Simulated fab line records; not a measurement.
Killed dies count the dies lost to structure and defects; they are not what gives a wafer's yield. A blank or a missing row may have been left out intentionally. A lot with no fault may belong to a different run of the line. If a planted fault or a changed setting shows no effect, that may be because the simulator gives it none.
The tool behind it: which one? :: flow rit_cmos :: 7 lots, 21 wafers sampled, at 2 steps of a route of 202

## WHAT THE GAUGES READ, wafer by wafer
RIT_CONTACT_THK_MEAS_01.
lot: L211
measured: day 3 06:55
on: film_metro-03
CONTACT_TEOS_THK (nm): 402 409 404

lot: L213
measured: day 3 18:16
on: film_metro-04
CONTACT_TEOS_THK (nm): 404 404 407

lot: L216
measured: day 4 07:47
on: film_metro-03
CONTACT_TEOS_THK (nm): 396 405 404

lot: L219
measured: day 4 23:59
on: film_metro-02
CONTACT_TEOS_THK (nm): 277 279 281

lot: L227
measured: day 6 15:58
on: film_metro-03
CONTACT_TEOS_THK (nm): 395 402 400

lot: L230
measured: day 7 12:41
on: film_metro-02
CONTACT_TEOS_THK (nm): 396 401 401

lot: L233
measured: day 8 00:08
on: film_metro-04
CONTACT_TEOS_THK (nm): 400 399 406

## WHAT TOOL EACH LOT RAN ON (gives the tool, then ch and the chambers of the sampled wafers, and finally the start)
lot: L211
RIT_CONTACT_CVD_00: pecvd-04 ch 0,2, day 3 06:51

lot: L213
RIT_CONTACT_CVD_00: pecvd-02 ch 0,1,2, day 3 18:13

lot: L216
RIT_CONTACT_CVD_00: pecvd-02 ch 0,1,2, day 4 07:44

lot: L219
RIT_CONTACT_CVD_00: pecvd-02 ch 1,2, day 4 23:56

lot: L227
RIT_CONTACT_CVD_00: pecvd-03 ch 1,2, day 6 15:55

lot: L230
RIT_CONTACT_CVD_00: pecvd-03 ch 0,2, day 7 12:37

lot: L233
RIT_CONTACT_CVD_00: pecvd-03 ch 0,1,2, day 8 00:05
- RIT_CONTACT_CVD_00: deposits SiO2 from TEOS, target thk 400 nm, time 61 s.

## THE ANSWER, worked out from the rows above alone
Rule: what is usual is taken from the lots themselves. Put in order of their means at a reading, lots are off if they are a third of the lots or fewer, leave a main group of 4 or more, and stand apart from it by a gap of 3 or more times the standard deviation of the main group's means; of several such gaps the widest counts. Not used: any main group whose means are identical at the precision the tables above print for the reading. Also off: a lot with no number at a reading for which 4 or more lots have one. Any other lot the step has rows for is counted as sound.
Off: at RIT_CONTACT_THK_MEAS_01 (CONTACT_TEOS_THK), L219. The main group has a mean of 402 nm with a standard deviation of 2.4.
A tool fits if, at a process step before that reading, it ran every lot that is off, and no sound lot after the first of them. Gauges at RIT_CONTACT_THK_MEAS_01: tried the same way as those tools. One fits: RIT_CONTACT_CVD_00 on pecvd-02. Its last sound lot is L216 (day 4 07:44), its first lot that is off L219 (day 4 23:56): a fault that began between those two fits.

## WHAT THE SIMULATOR HAD PUT IN
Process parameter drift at RIT_CONTACT_CVD_00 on pecvd-02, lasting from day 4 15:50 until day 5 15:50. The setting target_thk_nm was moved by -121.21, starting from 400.
Struck lots among those shown: L219. The same result came from the rule above.
